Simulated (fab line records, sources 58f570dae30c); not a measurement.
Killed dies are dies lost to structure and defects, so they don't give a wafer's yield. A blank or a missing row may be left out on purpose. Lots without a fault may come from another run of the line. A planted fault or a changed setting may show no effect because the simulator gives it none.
Which tool did it? | flow berkeley_cmos170 | 14 lots, 42 wafers sampled, at 3 steps of a route of 331

WHAT THE GAUGES READ, wafer by wafer
UCB170_PLDD_TW_MEAS_11.
lot  | measured     | on            | PLDD_TW
L669 | day 7 22:22  | film_metro-01 | 1007 1007 1010
L667 | day 7 22:40  | film_metro-03 | 999 995 992
L668 | day 7 22:41  | film_metro-01 | 1003 1001 1003
L672 | day 8 13:47  | film_metro-01 | 1007 1005 1010
L670 | day 8 13:57  | film_metro-04 | 957 957 959
L671 | day 8 14:14  | film_metro-03 | 996 998 992
L673 | day 8 14:30  | film_metro-01 | 943 943 938
L682 | day 10 20:55 | film_metro-03 | 992 995 996
L684 | day 11 11:06 | film_metro-03 | 992 996 994
L683 | day 11 11:21 | film_metro-01 | 1011 1008 997
L685 | day 11 11:36 | film_metro-04 | 1017 1019 1019
L686 | day 11 11:42 | film_metro-03 | 991 994 990
L687 | day 11 19:02 | film_metro-03 | 992 993 993
L688 | day 11 19:35 | film_metro-03 | 997 998 988

UCB170_SDANNEAL_RS_MEAS_04: measures by four-point-probe.
lot  | measured     | on            | PLDD_RS (ohm/sq)
L669 | day 8 12:14  | film_metro-03 | 1032.4 1027.5 1031.6
L667 | day 8 12:42  | film_metro-04 | 1033.2 1032.5 1034.8
L668 | day 8 12:53  | film_metro-03 | 1030.1 1029.5 1028.1
L672 | day 9 05:57  | film_metro-01 | 1032.1 1033.0 1034.0
L670 | day 9 05:48  | film_metro-04 | 1222.9 1221.2 1219.6
L671 | day 9 06:36  | film_metro-01 | 1028.9 1030.4 1029.7
L673 | day 9 06:56  | film_metro-03 | 1223.6 1226.4 1226.0
L682 | day 11 13:31 | film_metro-04 | 1033.9 1037.1 1035.8
L684 | day 12 04:41 | film_metro-03 | 1030.7 1029.2 1025.6
L683 | day 12 05:02 | film_metro-04 | 1029.3 1027.6 1031.8
L685 | day 12 04:56 | film_metro-01 | 1030.1 1030.0 1029.6
L686 | day 12 05:10 | film_metro-03 | 1031.3 1033.7 1034.4
L687 | day 12 07:19 | film_metro-01 | 1034.2 1030.0 1032.3
L688 | day 12 08:17 | film_metro-01 | 1031.6 1031.2 1027.5

WHICH TOOL RAN EACH LOT (tool, then ch and the chambers of the sampled wafers, then the start)
lot  | UCB170_PLDD_IMPLANT_08
L669 | implanter-03 ch 0, day 7 21:58
L667 | implanter-02 ch 0, day 7 22:14
L668 | implanter-03 ch 0, day 7 22:17
L672 | implanter-02 ch 0, day 8 13:24
L670 | implanter-03 ch 0, day 8 13:33
L671 | implanter-02 ch 0, day 8 13:50
L673 | implanter-03 ch 0, day 8 14:06
L682 | implanter-01 ch 0, day 10 20:33
L684 | implanter-02 ch 0, day 11 10:42
L683 | implanter-01 ch 0, day 11 10:58
L685 | implanter-03 ch 0, day 11 11:14
L686 | implanter-02 ch 0, day 11 11:18
L687 | implanter-01 ch 0, day 11 18:40
L688 | implanter-01 ch 0, day 11 19:11
- UCB170_PLDD_IMPLANT_08

WHAT THE TOOLS THEMSELVES READ (means of the sampled wafers that have a number; where no wafer has one, the mark that the record gives instead)
UCB170_PLDD_IMPLANT_08.
lot  | tool         | dose_ions_cm2 | faraday_current_uA
L669 | implanter-03 | 5e+13         | 159
L667 | implanter-02 | 5e+13         | 161
L668 | implanter-03 | 5e+13         | 158
L672 | implanter-02 | 5e+13         | 158
L670 | implanter-03 | 3e+13         | 97
L671 | implanter-02 | 5e+13         | 160
L673 | implanter-03 | 3e+13         | 99
L682 | implanter-01 | 5e+13         | 143
L684 | implanter-02 | 5e+13         | 161
L683 | implanter-01 | 5e+13         | 142
L685 | implanter-03 | 5e+13         | 161
L686 | implanter-02 | 5e+13         | 160
L687 | implanter-01 | 5e+13         | 146
L688 | implanter-01 | 5e+13         | 144

THE ANSWER, worked out from the rows above alone
Rule: what is usual is taken from the lots themselves. Put in order of their means at a reading, lots are off if they are a third of the lots or fewer, leave a main group of 4 or more, and stand apart from it by a gap of 3 or more times the standard deviation of the main group's means; of several such gaps the widest counts. A main group whose means are all the same, to the digits that the tables above print for the reading, isn't used. A lot without any number at a reading at which 4 lots or more have one is off too. The other lots that the step has rows for count as sound. The gauges are gone through in route order, then the tools' own readings, and for those a lot's mean is taken as printed above. The first step at which some lot is off is used, and at that step the reading that is off furthest; a lot without a number counts as furthest.
Off: L670, L673, at UCB170_PLDD_TW_MEAS_11 (PLDD_TW). The main group: mean 1000, standard deviation 7.9.
A tool fits if, at a process step before that reading, it ran every lot that is off, and no sound lot after the first of them. The gauges at UCB170_PLDD_TW_MEAS_11 aren't tried: what is off there is off at UCB170_PLDD_IMPLANT_08 too, on other tools, and a gauge's error can't cause that. None of those tried fits.

WHAT THE SIMULATOR HAD PUT IN
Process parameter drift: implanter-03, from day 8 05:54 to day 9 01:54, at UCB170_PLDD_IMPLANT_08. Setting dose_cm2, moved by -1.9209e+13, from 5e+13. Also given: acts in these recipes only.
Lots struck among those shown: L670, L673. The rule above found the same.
